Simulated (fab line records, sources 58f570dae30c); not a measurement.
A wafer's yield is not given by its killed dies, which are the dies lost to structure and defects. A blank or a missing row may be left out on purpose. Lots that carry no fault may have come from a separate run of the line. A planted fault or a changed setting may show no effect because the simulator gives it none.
A single fault, viewed from 2 desks | flow berkeley cmos170 | each desk has only its own numbers; what lay behind them comes last

FROM THE METROLOGY DESK
What the gauges read for every lot (on any tool): the sampled wafers with a number, averaged. If a lot's mean is further than 4 standard deviations from the usual mean, the lot is out of limits and carries the mark OUT (the distance appears in the brackets).
Columns: A = GATE_OXIDE_THK at UCB170_GATE_THK_MEAS_02, usual 6.55 nm; B = cd nm at UCB170_PLDD_CD_MEAS_06, usual 1200.5 nm; C = PLDD_OVL at UCB170_PLDD_OVL_MEAS_07, usual -3 nm; D = cd nm at UCB170_M3_CD_MEAS_90, usual 698 nm
lot  | first seen here | A    | B      | C  | D
L636 | day 6 18:23     | 6.56 | 1200.6 | 0  | 702
L635 | day 6 18:28     | 6.46 | 1200.7 | -9 | 697
L637 | day 7 07:32     | 6.54 | 1201.5 | -8 | 699
L638 | day 7 07:33     | 6.47 | 1198.6 | 5  | 693
L639 | day 7 20:19     | 6.36 | 1200.1 | -5 | 696
L640 | day 7 20:19     | 6.50 | 1198.5 | -4 | 697
L641 | day 7 20:19     | 6.44 | 1202.1 | -3 | 699
L642 | day 8 18:13     | 6.67 | 1198.4 | 2  | 714 (+5.4) OUT
L647 | day 9 06:07     | 6.61 | 1201.5 | -4 | 716 (+6.0) OUT
L652 | day 10 12:27    | 6.43 | 1200.4 | -0 | 694
L654 | day 11 03:13    | 6.65 | 1200.9 | -7 | 701
L657 | day 11 13:59    | 6.60 | 1199.9 | -4 | 698
L656 | day 11 14:01    | 6.45 | 1200.5 | -5 | 699
L658 | day 11 21:47    | 6.58 | 1201.7 | -2 | 697
This desk's finding: out of limits on L642, L647; first on L642, day 10 18:51 (cd nm at UCB170_M3_CD_MEAS_90). Within limits: L636, L635, L637, L638, L639, L640, L641, L652, L654, L657, L656, L658.

DESK OF THE TOOL OWNER: rie metal-02
The tool's own readings at UCB170_M3_METAL_ETCH_18 (etches Al in Cl2/BCl3, stops on SiO2, target depth 1170 nm, time 200.3 s): means of the sampled wafers that have a number, for each lot that ran on this tool. If a lot's mean is further than 4 standard deviations from the usual mean, the lot is out of limits and carries the mark OUT (the distance appears in the brackets).
Columns: A = drypump motor current A at UCB170_M3_METAL_ETCH_18, usual 5.8 A; B = oes product au at UCB170_M3_METAL_ETCH_18, usual 0.861 a.u.; C = throttle valve pct at UCB170_M3_METAL_ETCH_18, usual 24.39 %
lot  | first seen here | A   | B                | C
L636 | day 8 19:44     | 6.4 | 0.865            | 24.39
L637 | day 9 05:50     | 6.3 | 0.865            | 24.42
L641 | day 9 17:36     | 6.3 | 0.871            | 24.40
L642 | day 10 18:34    | 6.3 | 1.029 (+9.9) OUT | 24.34
L647 | day 11 04:44    | 6.3 | 1.020 (+9.4) OUT | 24.34
This desk's finding: out of limits on L642, L647; first on L642, day 10 18:34 (oes product au at UCB170_M3_METAL_ETCH_18). Within limits: L636, L637, L641.

ALL TOGETHER
At day 10 18:34, on L642, L647, the tool owner's desk was in a position to raise an alarm.
At day 10 18:51 the metrology desk could have sounded an alarm, on L642, L647.
All the named lots went through UCB170_M3_METAL_ETCH_18 on rie metal-02.

WHAT WAS PUT IN BY THE SIMULATOR
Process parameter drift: rie metal-02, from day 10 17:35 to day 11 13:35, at UCB170_M3_METAL_ETCH_18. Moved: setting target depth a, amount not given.
Struck lots among those shown: L642, L647.
Delay (hours) between the fault's onset and each desk's first out-of-limits reading: 1 at the tool owner's desk, 1 at the metrology desk.
